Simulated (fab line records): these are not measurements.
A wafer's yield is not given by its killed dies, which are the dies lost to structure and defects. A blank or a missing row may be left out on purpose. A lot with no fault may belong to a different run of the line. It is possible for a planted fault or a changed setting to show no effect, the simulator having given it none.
A sampling plan put to the test ; flow ritCmos ; 30 faults told of in these records, all on one fab line, each judged by the records of the lots it struck
The line's own looks make up the plan; these are the steps of the route where a gauge or inspection reads the wafer and leaves it unchanged. A look is open to judgement when struck wafers have a number at it and the file gives its usual mean and standard deviation on fault-free wafers. Caught: the struck wafers' mean, at a look after the fault's first step, is 4 or more of those standard deviations (sigma) away from the usual mean. On the tool: the fault's steps, tested the same way using the tool's own readings. Also counted as caught: the struck wafers showing another recipe, or a record that is empty for them alone.

THE FAULTS, as the simulator had put them in
1. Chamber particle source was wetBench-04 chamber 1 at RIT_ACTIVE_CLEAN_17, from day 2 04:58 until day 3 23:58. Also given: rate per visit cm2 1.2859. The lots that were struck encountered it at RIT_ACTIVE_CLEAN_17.
2. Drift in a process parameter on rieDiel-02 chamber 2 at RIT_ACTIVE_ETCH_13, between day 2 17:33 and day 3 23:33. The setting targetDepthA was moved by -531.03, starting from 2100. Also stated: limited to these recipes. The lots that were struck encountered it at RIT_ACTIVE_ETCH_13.
3. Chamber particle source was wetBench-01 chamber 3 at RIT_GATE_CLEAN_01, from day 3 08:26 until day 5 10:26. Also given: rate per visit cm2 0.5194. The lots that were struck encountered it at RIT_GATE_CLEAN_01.
4. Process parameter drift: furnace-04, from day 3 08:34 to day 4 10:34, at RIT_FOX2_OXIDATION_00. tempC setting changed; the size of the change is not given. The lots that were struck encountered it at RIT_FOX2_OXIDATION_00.
5. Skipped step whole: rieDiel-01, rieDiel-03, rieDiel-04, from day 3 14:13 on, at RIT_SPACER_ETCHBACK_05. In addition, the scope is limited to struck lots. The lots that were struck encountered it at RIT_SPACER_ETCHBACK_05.
6. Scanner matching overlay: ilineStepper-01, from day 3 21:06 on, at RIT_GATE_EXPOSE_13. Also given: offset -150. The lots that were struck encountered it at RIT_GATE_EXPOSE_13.
7. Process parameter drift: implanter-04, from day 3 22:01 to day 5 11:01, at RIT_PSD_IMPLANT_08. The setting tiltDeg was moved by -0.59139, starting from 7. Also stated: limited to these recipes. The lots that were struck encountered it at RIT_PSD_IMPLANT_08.
8. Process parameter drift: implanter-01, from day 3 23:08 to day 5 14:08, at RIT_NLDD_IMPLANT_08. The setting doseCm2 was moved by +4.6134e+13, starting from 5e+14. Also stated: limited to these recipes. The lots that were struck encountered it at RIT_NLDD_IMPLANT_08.
9. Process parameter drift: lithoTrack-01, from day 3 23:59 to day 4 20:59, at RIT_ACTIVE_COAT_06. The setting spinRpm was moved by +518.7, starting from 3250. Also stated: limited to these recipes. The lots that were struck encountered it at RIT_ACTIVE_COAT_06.
10. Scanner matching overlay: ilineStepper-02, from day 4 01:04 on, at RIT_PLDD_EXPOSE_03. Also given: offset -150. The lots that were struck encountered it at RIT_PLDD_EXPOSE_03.
11. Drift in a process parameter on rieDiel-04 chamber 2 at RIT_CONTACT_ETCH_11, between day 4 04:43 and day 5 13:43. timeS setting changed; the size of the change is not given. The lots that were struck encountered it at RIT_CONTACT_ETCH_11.
12. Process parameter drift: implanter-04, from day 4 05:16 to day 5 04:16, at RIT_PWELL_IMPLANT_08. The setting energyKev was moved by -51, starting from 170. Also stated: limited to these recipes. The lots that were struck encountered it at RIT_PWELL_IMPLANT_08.
13. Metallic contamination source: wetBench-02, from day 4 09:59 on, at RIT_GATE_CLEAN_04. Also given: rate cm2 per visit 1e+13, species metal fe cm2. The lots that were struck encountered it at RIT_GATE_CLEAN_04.
14. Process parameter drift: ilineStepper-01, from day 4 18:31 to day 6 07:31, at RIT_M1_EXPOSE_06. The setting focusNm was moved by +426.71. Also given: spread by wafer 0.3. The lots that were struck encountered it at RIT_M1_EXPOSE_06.
15. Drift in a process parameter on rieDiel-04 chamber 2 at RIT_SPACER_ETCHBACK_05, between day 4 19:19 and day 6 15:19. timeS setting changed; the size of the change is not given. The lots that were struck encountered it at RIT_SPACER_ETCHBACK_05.
16. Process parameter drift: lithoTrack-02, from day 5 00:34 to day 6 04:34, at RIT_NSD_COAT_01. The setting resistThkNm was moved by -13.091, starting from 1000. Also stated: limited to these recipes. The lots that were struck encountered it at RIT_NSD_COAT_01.
17. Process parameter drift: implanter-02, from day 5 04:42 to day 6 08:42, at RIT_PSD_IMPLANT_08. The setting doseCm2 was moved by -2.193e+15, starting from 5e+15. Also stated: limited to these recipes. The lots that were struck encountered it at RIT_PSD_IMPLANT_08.
18. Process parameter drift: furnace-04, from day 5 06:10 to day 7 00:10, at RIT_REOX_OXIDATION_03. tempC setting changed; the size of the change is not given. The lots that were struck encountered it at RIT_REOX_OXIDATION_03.
19. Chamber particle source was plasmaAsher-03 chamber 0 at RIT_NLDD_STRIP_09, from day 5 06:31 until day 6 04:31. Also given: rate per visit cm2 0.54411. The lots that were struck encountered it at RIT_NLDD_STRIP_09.
20. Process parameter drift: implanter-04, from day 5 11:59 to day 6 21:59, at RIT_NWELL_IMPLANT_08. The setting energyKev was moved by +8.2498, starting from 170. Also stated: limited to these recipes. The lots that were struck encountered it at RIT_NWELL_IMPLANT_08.
21. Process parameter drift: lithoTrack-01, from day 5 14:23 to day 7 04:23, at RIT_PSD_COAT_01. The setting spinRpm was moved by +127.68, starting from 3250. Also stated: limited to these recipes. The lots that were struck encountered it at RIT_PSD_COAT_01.
22. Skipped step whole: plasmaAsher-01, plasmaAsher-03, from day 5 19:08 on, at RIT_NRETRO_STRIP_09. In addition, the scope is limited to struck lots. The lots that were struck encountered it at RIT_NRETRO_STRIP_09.
23. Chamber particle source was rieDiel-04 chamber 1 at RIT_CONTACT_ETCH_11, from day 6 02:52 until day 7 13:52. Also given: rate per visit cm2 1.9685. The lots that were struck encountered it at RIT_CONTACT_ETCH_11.
24. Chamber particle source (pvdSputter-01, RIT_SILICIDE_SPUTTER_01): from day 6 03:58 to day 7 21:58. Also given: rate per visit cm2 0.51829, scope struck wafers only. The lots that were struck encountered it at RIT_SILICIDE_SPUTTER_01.
25. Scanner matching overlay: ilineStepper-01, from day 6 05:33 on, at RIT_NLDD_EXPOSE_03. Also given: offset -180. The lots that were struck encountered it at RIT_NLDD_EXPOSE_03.
26. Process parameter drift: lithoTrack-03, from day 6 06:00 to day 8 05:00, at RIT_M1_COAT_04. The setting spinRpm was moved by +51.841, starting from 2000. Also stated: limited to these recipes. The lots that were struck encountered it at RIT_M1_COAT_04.
27. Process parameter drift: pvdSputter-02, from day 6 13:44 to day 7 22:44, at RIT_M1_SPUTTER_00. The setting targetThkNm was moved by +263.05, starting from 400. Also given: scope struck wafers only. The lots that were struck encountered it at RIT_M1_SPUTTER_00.
28. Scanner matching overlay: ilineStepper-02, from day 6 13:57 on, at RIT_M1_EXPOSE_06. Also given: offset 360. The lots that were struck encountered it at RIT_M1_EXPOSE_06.
29. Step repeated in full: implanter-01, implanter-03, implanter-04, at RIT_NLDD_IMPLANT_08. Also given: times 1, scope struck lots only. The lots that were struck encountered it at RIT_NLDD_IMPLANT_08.
30. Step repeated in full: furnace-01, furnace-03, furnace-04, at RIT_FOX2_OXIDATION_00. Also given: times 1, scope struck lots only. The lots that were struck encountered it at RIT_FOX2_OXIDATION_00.

WHAT THE PLAN SAW
fault;on the tool itself;first look that catches it;reading, sigma;median hours from its first step to that look;hours from the fault's start to the first struck lot there;judged looks passed uncaught
1;no reading that can be judged;none of the 3 looks that can be judged after it;-;-;-;3
2;oesProductAu +14 sigma;no look after it can be judged;-;-;-;0
3;no reading that can be judged;none of the 3 looks that can be judged after it;-;-;-;3
4;spikeTcCentreC +10 sigma;none of the 3 looks that can be judged after it;strongest: FOX2_OXIDE_THK at RIT_FOX2_THK_MEAS_01, +3.2;-;-;3
5;the tool's record is blank for the struck wafers;no look after it can be judged;-;-;-;0
6;under 2 sigma;RIT_GATE_OVL_MEAS_17;GATE_OVL -99 or beyond;0.5;7;0
7;tiltDeg -31 sigma;no look after it can be judged;-;-;-;0
8;doseIonsCm2 +86 sigma;RIT_SDANNEAL_RS_MEAS_07;NLDD_RS -24;7.9;11;1
9;spinSpeedRpm +99 or beyond sigma;none of the 3 looks that can be judged after it;strongest: cdNm at RIT_ACTIVE_CD_MEAS_11, -3.8;-;-;3
10;no reading that can be judged;RIT_PLDD_OVL_MEAS_06;PLDD_OVL -99 or beyond;0.4;11;0
11;runLengthS +99 or beyond sigma;no look after it can be judged;-;-;-;0
12;beamEnergyKeV -99 or beyond sigma;RIT_WELLDRIVE_RS_MEAS_02;PWELL_RS +11;6.1;9;0
13;no reading that can be judged;none of the 7 looks that can be judged after it;-;-;-;7
14;exposureDoseMJCm2 -6.4 sigma;not the one look that can be judged after it;strongest: cdNm at RIT_M1_CD_MEAS_09, -3.4;-;-;1
15;runLengthS -99 or beyond sigma;no look after it can be judged;-;-;-;0
16;no reading that can be judged;not the one look that can be judged after it;-;-;-;1
17;doseIonsCm2 -99 or beyond sigma;RIT_PSD_TW_MEAS_10;PSD_TW -8.2;0.3;8;0
18;spikeTcCentreC +10 sigma;RIT_REOX_THK_MEAS_04;REOX_OXIDE_THK +5.7;2.5;7;0
19;under 2 sigma;no look after it can be judged;-;-;-;0
20;beamEnergyKeV +99 or beyond sigma;no look after it can be judged;-;-;-;0
21;spinSpeedRpm +50 sigma;not the one look that can be judged after it;-;-;-;1
22;the tool's record is blank for the struck wafers;RIT_PRETRO_TW_MEAS_10;PRETRO_TW -81;1.8;4;1
23;under 2 sigma;no look after it can be judged;-;-;-;0
24;under 2 sigma;no look after it can be judged;-;-;-;0
25;under 2 sigma;RIT_NLDD_OVL_MEAS_06;NLDD_OVL -99 or beyond;0.4;7;0
26;spinSpeedRpm +32 sigma;none of the 2 looks that can be judged after it;-;-;-;2
27;under 2 sigma;RIT_M1_RS_MEAS_01;M1_AL_RS -26;0.3;5;0
28;no reading that can be judged;RIT_M1_OVL_MEAS_10;M1_OVL +99 or beyond;0.5;11;0
29;under 2 sigma;RIT_NLDD_TW_MEAS_10;NLDD_TW +23;0.7;-;0
30;no reading that can be judged;RIT_FOX2_THK_MEAS_01;FOX2_OXIDE_THK +30;3.4;-;0
A dash: the fault is not caught, or the number is missing from these records.

Caught at a look: 12 of 30. Caught on the tool: 16 of 30. By one or the other: 23 of 30.
On the tool alone, faults 2, 4, 5, 7, 9, 11, 14, 15, 20, 21, 26 were caught.
Caught at a look alone: faults 6, 10, 25, 27, 28, 29, 30.
Caught by neither: faults 1, 3, 13, 16, 19, 23, 24.

THINNER SAMPLING
If the look that catches a fault measured only every second or every third lot, by lot number, the first struck lot would be measured this late in the worst case:
fault;struck lots at that look, in order of time;every lot;every second lot;every third lot
6;L332, L333, L335;7 h;11 h;may miss all 3
8;L989, L994;11 h;38 h;may miss all 2
10;L167, L169, L170, L171;11 h;22 h;30 h
12;L160, L161;9 h;14 h;may miss all 2
17;L472, L474, L476;8 h;may miss all 3;27 h
18;L587, L589, L590;7 h;24 h;may miss all 3
22;L677, L678;4 h;9 h;may miss all 2
25;L574, L575, L579;7 h;9 h;29 h
27;L305;5 h;may miss it;may miss it
28;L418, L421, L423;11 h;26 h;may miss all 3
The hour figures run from when the fault began to the first measured lot among those it struck. Since the struck wafers were tested as one group against 4 sigma, a single lot by itself may lie under the limit. Other struck lots may not be in these records.

THE LONGEST TIMED WAY FROM STEP TO LOOK
Fault 8: the median time between RIT_NLDD_IMPLANT_08 and RIT_SDANNEAL_RS_MEAS_07 is 7.9 hours. The look between them that can be judged stayed within 4 sigma: RIT_NLDD_TW_MEAS_10.
